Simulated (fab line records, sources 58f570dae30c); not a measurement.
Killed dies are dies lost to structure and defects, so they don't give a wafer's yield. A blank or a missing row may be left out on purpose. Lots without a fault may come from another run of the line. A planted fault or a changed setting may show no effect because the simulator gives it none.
One fault seen from 2 desks | flow berkeley_cmos170 | each desk has only its own numbers; what lay behind them comes last

THE TOOL OWNER'S DESK: rtp_anneal-01
The tool's own readings at UCB170_SDANNEAL_RTA_01 (time 5 s): means of the sampled wafers that have a number, for each lot that ran on this tool. A lot is out of limits, marked OUT, if its mean lies more than 4 standard deviations from the usual mean; the brackets give that distance.
Columns: A = lamp_power_pct at UCB170_SDANNEAL_RTA_01, usual 44.4 %; B = wafer_temp_C_max at UCB170_SDANNEAL_RTA_01, usual 1054.0
lot  | first seen here | A               | B
L307 | day 7 22:19     | 44.9            | 1054.4
L310 | day 8 10:10     | 44.9            | 1055.5
L314 | day 9 16:36     | 47.9 (+9.1) OUT | 1080.0 (+28) OUT
L315 | day 10 02:13    | 47.8 (+8.9) OUT | 1079.6 (+27) OUT
This desk's finding: out of limits on L314, L315; first on L314, day 9 16:36 (lamp_power_pct at UCB170_SDANNEAL_RTA_01). In limits: L307, L310.

THE METROLOGY DESK
What the gauges read, lot by lot, whatever tool the lot ran on: means of the sampled wafers that have a number. A lot is out of limits, marked OUT, if its mean lies more than 4 standard deviations from the usual mean; the brackets give that distance.
Columns: A = NVT_OVL at UCB170_NVT_OVL_MEAS_06, usual -2 nm; B = PVT_OVL at UCB170_PVT_OVL_MEAS_06, usual 4 nm; C = PSD_RS at UCB170_SDANNEAL_RS_MEAS_02, usual 75.6 ohm/sq; D = NSD_RS at UCB170_SDANNEAL_RS_MEAS_03, usual 37.29 ohm/sq; E = PLDD_RS at UCB170_SDANNEAL_RS_MEAS_04, usual 1031.9 ohm/sq
lot  | first seen here | A  | B  | C              | D               | E
L307 | day 6 12:56     | -1 | 1  | 75.6           | 37.28           | 1033.1
L308 | day 7 02:40     | -0 | 0  | 75.8           | 37.40           | 1032.1
L310 | day 7 02:58     | 1  | 2  | 75.8           | 37.34           | 1031.6
L314 | day 8 03:08     | 1  | 9  | 65.4 (-32) OUT | 35.76 (-17) OUT | 1011.0 (-7.2) OUT
L316 | day 8 12:14     | 4  | 1  | 75.4           | 37.36           | 1038.5
L317 | day 8 12:31     | 0  | 5  | 75.7           | 37.41           | 1037.9
L315 | day 8 12:47     | -4 | 1  | 65.2 (-32) OUT | 35.70 (-17) OUT | 1011.9 (-6.9) OUT
L319 | day 9 02:24     | -2 | 4  | 75.9           | 37.21           | 1031.9
L321 | day 9 02:58     | 2  | 8  | 75.9           | 37.31           | 1029.3
L323 | day 10 09:01    | -5 | 1  | 75.9           | 37.31           | 1028.3
L325 | day 10 09:14    | -8 | 7  | 74.9           | 37.15           | 1028.2
L327 | day 10 21:10    | -9 | -1 | 76.1           | 37.21           | 1032.6
L324 | day 10 21:27    | -6 | 3  | 75.8           | 37.31           | 1034.1
L329 | day 10 21:44    | -4 | 1  | 75.5           | 37.45           | 1032.0
This desk's finding: out of limits on L314, L315; first on L314, day 9 16:40 (PSD_RS at UCB170_SDANNEAL_RS_MEAS_02). In limits: L307, L308, L310, L316, L317, L319, L321, L323, L325, L327, L324, L329.

PUT TOGETHER
The tool owner's desk could have raised an alarm at day 9 16:36, on L314, L315.
The metrology desk could have raised an alarm at day 9 16:40, on L314, L315.
Of the lots named, all ran UCB170_SDANNEAL_RTA_01 on rtp_anneal-01.

WHAT THE SIMULATOR HAD PUT IN
Process parameter drift: rtp_anneal-01, from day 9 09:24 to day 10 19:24, at UCB170_SDANNEAL_RTA_01. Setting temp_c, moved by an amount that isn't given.
Lots struck among those shown: L314, L315.
Hours from the fault's start to each desk's first reading out of limits: the tool owner's desk, 7; the metrology desk, 7.
